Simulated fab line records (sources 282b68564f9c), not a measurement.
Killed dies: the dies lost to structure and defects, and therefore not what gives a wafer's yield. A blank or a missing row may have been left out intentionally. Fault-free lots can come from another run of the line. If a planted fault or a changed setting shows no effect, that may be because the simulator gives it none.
fab line records	flow rit_cmos
[record] lots = 6	wafers = 18	last_day = 7
route steps=202 shown PSD@144 SDANNEAL@153 NSD@158 PLDD@159 NLDD@160 M1@202
lots that met no fault: from a run of the same line without faults
start_h: hours from the record's first day to the start of the lot's first wafer shown	wait_h: hours since the lot's step before	" the same as in the row above	L1.1+2: one row covering several wafers at once	- either no value or no given start	* or withheld: withheld	< > ~ a bound
route shown NAME@n: names a module that has steps shown in the file, with the first one's number in the route	usual: the fault-free wafers' mean and standard deviation	same: alike in all rows	chamber/n: place in a boat	sites: readings site by site	_std_site: standard deviation of those values	_edge_site: inner sites' mean taken away from outer sites' mean	radius_mm: for every site, how far away it sits from the centre of the wafer	mask NAME#n: copy n	behind: the last tool/chamber to shape the wafer	hold: what put the lot on hold/how long, in hours/how the hold closed	device: whichever transistor did not switch (one of n, p or np)	end of line: at the end of the route, the tests of the same wafers	for a step that has no rows: nothing shown but its recipe	killed: the dies lost at the first sort to structure and to defects; this is not the yield of the wafer	map: a wafer's dies, marking killed ones x, the rest . and places with no die _
set.NAME: setting as actually run; set.NAME@STEP: the setting as run at that earlier step	model.NAME: the simulator's own value behind a step, which no gauge read
a table for each step, a row for each wafer; lots at some steps of the route
services: a tool's chamber out of use, with start hour (start_h, from the record's first day; less than 0 if before it), hours out, and reason
[[steps]]
[step RIT_PSD_SOFTBAKE_02]
[recipe] resist = NOVOLAK	temp_c = 90	time_s = 60
[step RIT_PSD_EXPOSE_03]
[recipe] mask_id = M10	na = 0.57	target_cd_nm = 40900	dose_mj = 250
[step RIT_PSD_PEB_04]
[recipe] resist = NOVOLAK	temp_c = withheld	time_s = withheld
[step RIT_PSD_DEVELOP_05]
[recipe] resist = NOVOLAK	develop_time_s = 50	dev_temp_c = 23
[step RIT_PSD_OVL_MEAS_06]
[usual] PSD_OVL = -0.7/1.4
lot.wafer	tool	chamber	start_h	wait_h	PSD_OVL[nm]
L936.3	overlay-01	-	58.37	-	-0.4
L936.5	"	-	"	"	-0.2
L936.6	"	-	"	"	-1.1
L939.2	overlay-02	-	71.01	-	-1.8
L939.4	"	-	"	"	-0.8
L939.5	"	-	"	"	-2.5
L949.1	overlay-02	-	141.09	-	0.5
L949.5	"	-	"	"	-0.4
L949.6	"	-	"	"	-0.7
L951.3	overlay-02	-	145.50	-	-1.5
L951.5	"	-	"	"	-2.9
L951.6	"	-	"	"	-2.5
L952.2	overlay-01	-	145.87	-	-0.4
L952.4	"	-	"	"	-0.7
L952.6	"	-	"	"	-0.8
L955.1	overlay-01	-	163.44	-	-1.4
L955.3	"	-	"	"	-0.3
L955.4	"	-	"	"	0.0
[step RIT_PSD_HARDBAKE_07]
[recipe] resist = NOVOLAK	temp_c = 140	time_s = 60
[step RIT_PSD_IMPLANT_08]
[recipe] species = BF2	energy_kev = 26.73	dose_cm2 = 5e+15	tilt_deg = 7
[step RIT_PSD_STRIP_09]
[recipe] chemistry = O2	time_s = 180	resist = NOVOLAK	platen_temp_c = withheld	power_w = 500	pressure_mtorr = 4000	o2_flow_sccm = 4000
[usual] drypump_motor_current_A = 6.1/0.36
lot.wafer	tool	chamber	start_h	wait_h	drypump_motor_current_A	rf_hours_counter_h
L936.3	plasma_asher-02	0	58.75	0.1	6.6	-
L936.5	"	1	"	"	6.3	-
L936.6	"	0	"	"	6.6	-
L939.2	plasma_asher-02	0	71.34	0.1	6.6	45
L939.4	"	0	"	"	6.6	-
L939.5	"	1	"	"	6.3	-
L949.1	plasma_asher-03	1	141.52	0.1	6.4	31
L949.5	"	1	"	"	6.4	-
L949.6	"	0	"	"	6.1	-
L951.3	plasma_asher-03	1	145.89	0.1	6.4	-
L951.5	"	1	"	"	6.4	-
L951.6	"	0	"	"	6.1	-
L952.2	plasma_asher-01	1	146.20	0.1	5.5	3
L952.4	"	0	"	"	5.9	-
L952.6	"	1	"	"	5.5	-
L955.1	plasma_asher-03	0	163.95	0.1	6.1	34
L955.3	"	1	"	"	6.4	-
L955.4	"	0	"	"	6.0	-
[step RIT_PSD_TW_MEAS_10]
[usual] PSD_TW = 3406/18
lot.wafer	tool	chamber	start_h	wait_h	PSD_TW
L936.3	film_metro-04	-	58.89	0.1	3380
L936.5	"	-	"	"	3408
L936.6	"	-	"	"	3384
L939.2	film_metro-01	-	71.53	0.1	3414
L939.4	"	-	"	"	3425
L939.5	"	-	"	"	3413
L949.1	film_metro-01	-	141.69	0.1	3401
L949.5	"	-	"	"	3397
L949.6	"	-	"	"	3391
L951.3	film_metro-01	-	146.02	0.1	3400
L951.5	"	-	"	"	3390
L951.6	"	-	"	"	3379
L952.2	film_metro-04	-	146.38	0.1	3387
L952.4	"	-	"	"	3381
L952.6	"	-	"	"	3403
L955.1	film_metro-02	-	164.13	0.1	3436
L955.3	"	-	"	"	3417
L955.4	"	-	"	"	3428
[step RIT_SDANNEAL_CLEAN_00]
[recipe] chemistry = SC1	mix = 3:3:50	time_s = 600	temp_c = 75
[step RIT_SDANNEAL_CLEAN_01]
[recipe] chemistry = dHF	dilution = 50:1	time_s = 30
[step RIT_SDANNEAL_CLEAN_02]
[recipe] chemistry = SC2	mix = 3:3:50	time_s = 600	temp_c = 75	dry = n2_spin
[step RIT_SDANNEAL_RTA_03]
[recipe] temp_c = 1050	time_s = 5	idle_temp_c = 600	ramp_up_c_per_s = 342	ramp_down_c_per_s = 171	cool_to_c = 600	ambient = N2
[usual] ramp_up_c_per_s = 342.00/0.062	wafer_temp_C_max = 1053.4/1.1
lot.wafer	tool	chamber	start_h	wait_h	ramp_up_c_per_s	wafer_temp_C_max
L936.3	rtp_anneal-02	0	59.35	0.0	341.99	1052.0
L936.5	"	0	"	"	341.97	1053.8
L936.6	"	0	"	"	341.90	1052.2
L939.2	rtp_anneal-01	0	71.97	0.0	341.98	1052.2
L939.4	"	0	"	"	341.86	1054.0
L939.5	"	0	"	"	341.97	1053.7
L949.1	rtp_anneal-01	0	142.12	0.0	341.95	1055.5
L949.5	"	0	"	"	341.95	1054.0
L949.6	"	0	"	"	341.84	1054.0
L951.3	rtp_anneal-02	0	146.45	0.0	341.92	1052.0
L951.5	"	0	"	"	342.03	1053.2
L951.6	"	0	"	"	341.97	1053.7
L952.2	rtp_anneal-01	0	146.81	0.0	342.01	1054.1
L952.4	"	0	"	"	342.07	1052.8
L952.6	"	0	"	"	341.99	1051.7
L955.1	rtp_anneal-02	0	164.55	0.0	341.96	1053.4
L955.3	"	0	"	"	342.04	1053.3
L955.4	"	0	"	"	342.07	1053.0
[step RIT_SDANNEAL_RS_MEAS_04]
[recipe] thk_meas_gauge = four-point-probe
[usual] PSD_RS = 116.5/0.31
lot.wafer	tool	chamber	start_h	wait_h	PSD_RS[ohm/sq]
L936.3	film_metro-02	-	59.43	0.1	116.7
L936.5	"	-	"	"	116.2
L936.6	"	-	"	"	116.2
L939.2	film_metro-04	-	72.04	0.1	116.6
L939.4	"	-	"	"	116.9
L939.5	"	-	"	"	116.7
L949.1	film_metro-02	-	142.18	0.0	129.1
L949.5	"	-	"	"	128.9
L949.6	"	-	"	"	129.1
L951.3	film_metro-02	-	146.53	0.1	116.8
L951.5	"	-	"	"	116.6
L951.6	"	-	"	"	116.5
L952.2	film_metro-01	-	146.88	0.1	128.8
L952.4	"	-	"	"	128.5
L952.6	"	-	"	"	128.7
L955.1	film_metro-04	-	164.61	0.0	116.6
L955.3	"	-	"	"	116.3
L955.4	"	-	"	"	116.3
[step RIT_SDANNEAL_RS_MEAS_05]
[recipe] thk_meas_gauge = four-point-probe
[usual] NSD_RS = 84.58/0.3
lot.wafer	tool	chamber	start_h	wait_h	NSD_RS[ohm/sq]
L936.3	film_metro-02	-	59.55	0.1	84.35
L936.5	"	-	"	"	84.48
L936.6	"	-	"	"	84.56
L939.2	film_metro-04	-	72.16	0.1	84.10
L939.4	"	-	"	"	83.84
L939.5	"	-	"	"	84.31
L949.1	film_metro-02	-	142.30	0.1	85.61
L949.5	"	-	"	"	85.30
L949.6	"	-	"	"	85.38
L951.3	film_metro-02	-	146.65	0.1	84.57
L951.5	"	-	"	"	84.79
L951.6	"	-	"	"	84.63
L952.2	film_metro-01	-	147.00	0.1	85.31
L952.4	"	-	"	"	84.76
L952.6	"	-	"	"	85.05
L955.1	film_metro-04	-	164.73	0.1	84.50
L955.3	"	-	"	"	84.40
L955.4	"	-	"	"	84.27
[step RIT_SDANNEAL_RS_MEAS_06]
[recipe] thk_meas_gauge = four-point-probe
[usual] PLDD_RS = 178.8/0.52
lot.wafer	tool	chamber	start_h	wait_h	PLDD_RS[ohm/sq]
L936.3	film_metro-02	-	59.67	0.1	179.0
L936.5	"	-	"	"	178.4
L936.6	"	-	"	"	178.8
L939.2	film_metro-04	-	72.28	0.1	178.1
L939.4	"	-	"	"	178.3
L939.5	"	-	"	"	178.4
L949.1	film_metro-02	-	142.42	0.1	191.2
L949.5	"	-	"	"	191.0
L949.6	"	-	"	"	191.3
L951.3	film_metro-02	-	146.77	0.1	179.2
L951.5	"	-	"	"	178.2
L951.6	"	-	"	"	178.6
L952.2	film_metro-01	-	147.12	0.1	191.3
L952.4	"	-	"	"	190.9
L952.6	"	-	"	"	191.8
L955.1	film_metro-04	-	164.85	0.1	178.0
L955.3	"	-	"	"	178.3
L955.4	"	-	"	"	178.0
[step RIT_SDANNEAL_RS_MEAS_07]
[recipe] thk_meas_gauge = four-point-probe
[usual] NLDD_RS = 151.7/0.69
lot.wafer	tool	chamber	start_h	wait_h	NLDD_RS[ohm/sq]
L936.3	film_metro-02	-	59.79	0.1	152.0
L936.5	"	-	"	"	151.4
L936.6	"	-	"	"	151.8
L939.2	film_metro-04	-	72.40	0.1	150.6
L939.4	"	-	"	"	150.5
L939.5	"	-	"	"	151.2
L949.1	film_metro-02	-	142.54	0.1	152.6
L949.5	"	-	"	"	152.4
L949.6	"	-	"	"	152.2
L951.3	film_metro-02	-	146.89	0.1	151.9
L951.5	"	-	"	"	151.8
L951.6	"	-	"	"	151.2
L952.2	film_metro-01	-	147.24	0.1	152.4
L952.4	"	-	"	"	152.6
L952.6	"	-	"	"	152.3
L955.1	film_metro-04	-	164.97	0.1	150.6
L955.3	"	-	"	"	150.4
L955.4	"	-	"	"	150.5
[step RIT_M1_PROBE_99]
[usual] killed_at_front_end = 6.6/2.9	killed_dies = 6.7/3	killed_open = 3.5/2.1	killed_short = 3.2/1.8
[same] gross_dies = 264	killed_at_M0_to_M3 = 0	killed_at_M4_up = 0	killed_at_back_side = 0	killed_at_contacts = 0	killed_at_other = 0
lot.wafer	tool	chamber	start_h	wait_h	killed_at_front_end	killed_dies	killed_open	killed_short	model.etest.pmos_turned.r_on_ohm_um	model.etest.pmos_0p3.r_on_ohm_um	model.etest.pmos_0p15.r_on_ohm_um	model.etest.pmos_0p15.drive_ua_um_rim_less_centre	model.etest.pmos_0p15.drive_ua_um_range	model.etest.pldd.rs_ohm_sq_rim_less_centre	model.etest.pldd.rs_ohm_sq_range	model.etest.pmos_turned.drive_ua_um
L936.3	prober-01	-	66.99	0.2	12	12	3	9	3363	6133	2699	-4.031	4.864	-8.619	11.55	193.6
L936.5	prober-01	-	67.09	0.2	4	4	1	3	3327	6202	2681	-2.166	6.396	-3.062	10.85	199
L936.6	prober-01	-	67.14	0.2	3	3	2	1	3378	6133	2736	-4.946	6.834	-6.044	11.01	191.6
L939.2	prober-01	-	79.56	0.1	14	14	9	5	3458	6236	2814	1.41	2.858	-3.203	8.861	190.5
L939.4	prober-01	-	79.66	0.2	10	10	6	4	3407	6239	2791	-0.06103	3.211	-4.715	8.686	193.2
L939.5	prober-01	-	79.71	0.2	9	9	9	0	3366	6226	2710	0.7107	2.663	-1.713	7.624	198.1
L949.1	prober-01	-	150.18	0.1	7	7	4	3	3905	6647	3022	-41.6	42.33	37.83	41.05	154.2
L949.5	prober-01	-	150.38	0.2	9	9	2	7	3913	6639	3028	-39.89	41.65	39.21	41.22	157.5
L949.6	prober-01	-	150.43	0.2	8	8	4	4	3862	6486	2989	-42.85	44.74	33.78	37.04	158
L951.3	prober-02	-	154.37	0.2	4	4	1	3	3146	6067	2544	-0.3384	2.691	0.4543	7.605	213.2
L951.5	prober-02	-	154.47	0.2	8	8	4	4	3218	6127	2613	3.363	4.917	3.907	5.769	208.5
L951.6	prober-02	-	154.52	0.2	6	6	4	2	3174	6097	2571	-2.156	3.921	1.702	14.81	212.8
L952.2	prober-01	-	155.82	0.1	8	8	4	4	3833	6631	3010	-38.62	39.47	38.67	41.21	160.3
L952.4	prober-01	-	155.92	0.2	6	6	4	2	3801	6576	2958	-39.67	40.27	32.74	33.76	161.6
L952.6	prober-01	-	156.02	0.2	6	6	5	1	3852	6659	3038	-40.63	42.17	40.56	44.53	159.5
L955.1	prober-01	-	172.66	0.1	6	6	2	4	3418	6280	2740	-0.8834	4.351	-1.547	5.78	193.1
L955.3	prober-01	-	172.76	0.2	6	6	3	3	3454	6277	2808	0.2554	3.924	-2.383	10.37	189.7
L955.4	prober-01	-	172.81	0.2	0	0	0	0	3432	6262	2806	0.9493	4.654	-5.457	10.18	194.3
// killed by level:class
L936.3 GATE:geometric_particle:short=5 GATE:geometric_particle:open=3 SILICIDE:geometric_particle:short=3 SPACER:geometric_particle:short=1
L936.5 REOX:geometric_particle:short=2 GATE:geometric_particle:short=1 SPACER:geometric_particle:open=1
L936.6 FOX1:geometric_particle:open=1 GATE:geometric_particle:open=1 SILICIDE:geometric_particle:short=1
L939.2 GATE:geometric_particle:open=3 SPACER:geometric_particle:open=3 SILICIDE:geometric_particle:open=3 REOX:geometric_particle:short=2 FOX1:geometric_particle:short=1 GATE:geometric_particle:short=1 SILICIDE:geometric_particle:short=1
L939.4 FOX1:geometric_particle:open=3 GATE:geometric_particle:open=2 SILICIDE:geometric_particle:short=2 FOX1:geometric_particle:short=1 SPACER:geometric_particle:short=1 SILICIDE:geometric_particle:open=1
L939.5 SILICIDE:geometric_particle:open=3 FOX2:geometric_particle:open=2 REOX:geometric_particle:open=2 GATE:geometric_particle:open=1 SPACER:geometric_particle:open=1
L949.1 GATE:geometric_particle:open=4 GATE:geometric_particle:short=2 FOX1:geometric_particle:short=1
L949.5 GATE:geometric_particle:short=3 FOX2:geometric_particle:short=2 FOX1:geometric_particle:short=1 FOX2:geometric_particle:open=1 GATE:geometric_particle:open=1 REOX:geometric_particle:short=1
L949.6 GATE:geometric_particle:short=4 GATE:geometric_particle:open=2 SPACER:geometric_particle:open=1 SILICIDE:geometric_particle:open=1
L951.3 GATE:geometric_particle:short=1 GATE:geometric_particle:open=1 REOX:geometric_particle:short=1 SPACER:geometric_particle:short=1
L951.5 FOX1:geometric_particle:short=2 SILICIDE:geometric_particle:open=2 GATE:geometric_particle:open=1 GATE:geometric_particle:short=1 SPACER:geometric_particle:open=1 SPACER:geometric_particle:short=1
L951.6 GATE:geometric_particle:open=3 REOX:geometric_particle:open=1 SPACER:geometric_particle:short=1 SILICIDE:geometric_particle:short=1
L952.2 GATE:geometric_particle:short=4 GATE:geometric_particle:open=4
L952.4 GATE:geometric_particle:open=3 FOX1:geometric_particle:open=1 FOX2:geometric_particle:short=1 GATE:geometric_particle:short=1
L952.6 SPACER:geometric_particle:open=4 GATE:geometric_particle:open=1 GATE:geometric_particle:short=1
L955.1 FOX1:geometric_particle:open=2 FOX1:geometric_particle:short=2 REOX:geometric_particle:short=2
L955.3 FOX1:geometric_particle:short=2 FOX1:geometric_particle:open=1 GATE:geometric_particle:open=1 REOX:geometric_particle:open=1 SILICIDE:geometric_particle:short=1
[[services]]
tool	chamber	start_h	hours	kind
plasma_asher-02	-	39.68	0.8	repair
plasma_asher-03	-	42.53	45.4	repair
rtp_anneal-01	-	96.00	3.4	pm
plasma_asher-01	-	108.75	9.0	pm
plasma_asher-01	0	108.75	9.0	vent_cycle
plasma_asher-01	1	108.75	9.0	vent_cycle
plasma_asher-02	-	111.76	0.5	repair
plasma_asher-01	0	117.75	-	clean
plasma_asher-01	1	117.75	-	clean
plasma_asher-02	-	127.91	2.8	pm
[[key]]
[first_sign] step = RIT_SDANNEAL_RS_MEAS_04	reading = PSD_RS	direction = up	sigmas = 40	usual = 116.5	struck = 128.8
[effect] step = RIT_SDANNEAL_RS_MEAS_05	reading = NSD_RS	direction = up	sigmas = 2.2	usual = 84.58	struck = 85.23
[effect] step = RIT_SDANNEAL_RS_MEAS_06	reading = PLDD_RS	direction = up	sigmas = 24	usual = 178.8	struck = 191.2
[model_effect] step = RIT_M1_PROBE_99	value = etest.pmos_turned.r_on_ohm_um	without = 3448	struck = 3861
met_at RIT_SDANNEAL_RTA_03
struck_wafers L949.1,L949.5,L949.6,L952.2,L952.4,L952.6
tester_left_out L949,L952
onset_between 71.97 142.12
[fault] kind = process_parameter_drift	tool = rtp_anneal-01	chamber = -	onset_h = 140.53	steps = RIT_SDANNEAL_RTA_03	channel = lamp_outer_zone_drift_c	offset = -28	shape = step	end_h = 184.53
// tester_left_out: of these lots the tester's yield and bins aren't shown, on N5 and GAA mostly nor the transistor test; their killed dies are dies lost to structure and defects alone, not to doping, threshold or leakage, so they don't give the yield
